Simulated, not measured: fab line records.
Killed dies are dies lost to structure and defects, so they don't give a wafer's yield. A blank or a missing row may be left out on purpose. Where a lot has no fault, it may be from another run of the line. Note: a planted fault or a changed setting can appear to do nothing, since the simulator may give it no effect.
A single fault, viewed from 2 desks / flow rit-cmos / each desk holds nothing but its own numbers, with what lay behind them at the end

## TOOL OWNER'S DESK, litho-track-03
The tool's own readings at RIT_NWELL_COAT_01 (resist thk 1300 nm): means of the sampled wafers that have a number, for each lot that ran on this tool. Any lot whose mean is over 4 standard deviations away from the usual mean is out of limits and marked OUT; that distance is given in the brackets.
Columns: A = spin-speed-rpm at RIT_NWELL_COAT_01, usual 1999.8 rpm
lot=L127; first seen here=day 2 05:58; A=1999.9
lot=L130; first seen here=day 2 20:56; A=1999.0
lot=L132; first seen here=day 3 07:26; A=2000.1
lot=L135; first seen here=day 3 21:26; A=1487.5 (-99 or more) OUT
lot=L136; first seen here=day 4 02:29; A=1488.4 (-99 or more) OUT
This desk finds L135, L136 out of limits, L135 being first, at day 3 21:26 (spin-speed-rpm at RIT_NWELL_COAT_01). In limits: L127, L130, L132.

## METROLOGY DESK
Lot by lot, what the gauges showed, no matter which tool ran the lot: averages of those sampled wafers that carry a number. Any lot whose mean is over 4 standard deviations away from the usual mean is out of limits and marked OUT; that distance is given in the brackets.
Columns: A = PLDD_RS at RIT_SDANNEAL_RS_MEAS_06, usual 178.9 ohm/sq
lot=L125; first seen here=day 3 01:07; A=179.0
lot=L126; first seen here=day 3 07:18; A=179.2
lot=L127; first seen here=day 3 12:11; A=179.0
lot=L128; first seen here=day 3 18:05; A=178.5
lot=L129; first seen here=day 3 22:00; A=179.4
lot=L130; first seen here=day 4 02:13; A=178.7
lot=L132; first seen here=day 4 12:54; A=179.0
lot=L134; first seen here=day 4 22:35; A=179.1
lot=L135; first seen here=day 5 03:17; A=179.3
lot=L136; first seen here=day 5 07:43; A=178.9
lot=L140; first seen here=day 6 05:07; A=179.0
lot=L143; first seen here=day 6 19:40; A=178.8
lot=L144; first seen here=day 7 01:24; A=178.9
lot=L148; first seen here=day 7 19:48; A=178.7
Result from this desk: across the 14 lots, nothing is out of limits.

## TAKEN TOGETHER
The tool owner's desk could have raised an alarm at day 3 21:26, on L135, L136.
From the metrology desk's view, nothing was out of limits.
The metrology desk has L135, L136 on record, within its limits.
Every lot named ran RIT_NWELL_COAT_01 on litho-track-03.

## WHAT THE SIMULATOR HAD PUT IN
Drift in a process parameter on litho-track-03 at RIT_NWELL_COAT_01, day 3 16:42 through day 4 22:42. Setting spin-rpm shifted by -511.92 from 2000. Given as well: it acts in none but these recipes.
Shown lots that were struck: L135, L136.
Time in hours from fault onset to the first out-of-limits reading at each desk: the tool owner's desk, 5.
